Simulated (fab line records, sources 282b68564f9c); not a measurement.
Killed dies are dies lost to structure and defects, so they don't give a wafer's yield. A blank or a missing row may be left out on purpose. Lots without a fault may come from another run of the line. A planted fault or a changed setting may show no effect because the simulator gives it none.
Split-lot experiment | flow rit_cmos | 5 lots, 23 wafers read, on a route of 202 steps

THE SPLIT
At RIT_GATE_OXIDATION_05 (target thk 3 nm, ox time 270 s), the setting temp_c was moved away from the recipe's 900 C on 20 of the 23 wafers read, by -2.1% to -0.9%. The other wafers ran this setting at the recipe's value.

The reading is taken at the split's own step.

THE READING
SiO2_of_GATE_OXIDATION_05.thk_nm (the simulator's own value, which no gauge read), in nm, at RIT_GATE_OXIDATION_05 (target thk 3 nm, ox time 270 s). The file gives no usual value for it. The 3 wafers here that ran the recipe average 3.040 nm, standard deviation 0.031 nm.

wafer  | tool, chamber at the split | temp_c as run, C | against the recipe | SiO2_of_GATE_OXIDATION_05.thk_nm, nm | against lot-mates on the recipe
L074.1 | -, -                       | 892.3            | -0.9%              | 2.616                                | no lot-mate on the recipe
L074.2 | -, -                       | 892.3            | -0.9%              | 2.597                                | no lot-mate on the recipe
L074.3 | -, -                       | 892.3            | -0.9%              | 2.601                                | no lot-mate on the recipe
L074.4 | -, -                       | 892.3            | -0.9%              | 2.583                                | no lot-mate on the recipe
L074.6 | -, -                       | 892.3            | -0.9%              | 2.564                                | no lot-mate on the recipe
L075.2 | -, -                       | 885.6            | -1.6%              | 2.484                                | no lot-mate on the recipe
L075.3 | -, -                       | 885.6            | -1.6%              | 2.528                                | no lot-mate on the recipe
L075.4 | -, -                       | 885.6            | -1.6%              | 2.507                                | no lot-mate on the recipe
L075.5 | -, -                       | 885.6            | -1.6%              | 2.501                                | no lot-mate on the recipe
L075.6 | -, -                       | 885.6            | -1.6%              | 2.505                                | no lot-mate on the recipe
L080.1 | furnace-01, 0              | 900              | recipe             | 3.08                                 | -
L080.2 | furnace-01, 0              | 900              | recipe             | 3.005                                | -
L080.5 | furnace-01, 0              | 900              | recipe             | 3.036                                | -
L081.1 | -, -                       | 881.1            | -2.1%              | 2.337                                | no lot-mate on the recipe
L081.2 | -, -                       | 881.1            | -2.1%              | 2.357                                | no lot-mate on the recipe
L081.3 | -, -                       | 881.1            | -2.1%              | 2.333                                | no lot-mate on the recipe
L081.4 | -, -                       | 881.1            | -2.1%              | 2.369                                | no lot-mate on the recipe
L081.6 | -, -                       | 881.1            | -2.1%              | 2.346                                | no lot-mate on the recipe
L082.2 | -, -                       | 891.4            | -1.0%              | 2.687                                | no lot-mate on the recipe
L082.3 | -, -                       | 891.4            | -1.0%              | 2.709                                | no lot-mate on the recipe
L082.4 | -, -                       | 891.4            | -1.0%              | 2.715                                | no lot-mate on the recipe
L082.5 | -, -                       | 891.4            | -1.0%              | 2.686                                | no lot-mate on the recipe
L082.6 | -, -                       | 891.4            | -1.0%              | 2.706                                | no lot-mate on the recipe

THE FIT
A straight line over all 23 wafers: SiO2_of_GATE_OXIDATION_05.thk_nm changes by +0.3 nm for each +1% of temp_c; r = +0.95; the points scatter about the line by 0.068 nm.
Too few moved wafers have a lot-mate on the recipe to fit a line with each lot's own level taken away.

THE FILE'S OWN FIT
SiO2_of_GATE_OXIDATION_05.thk_nm changes by +0.3 nm for each +1% of temp_c, r = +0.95.
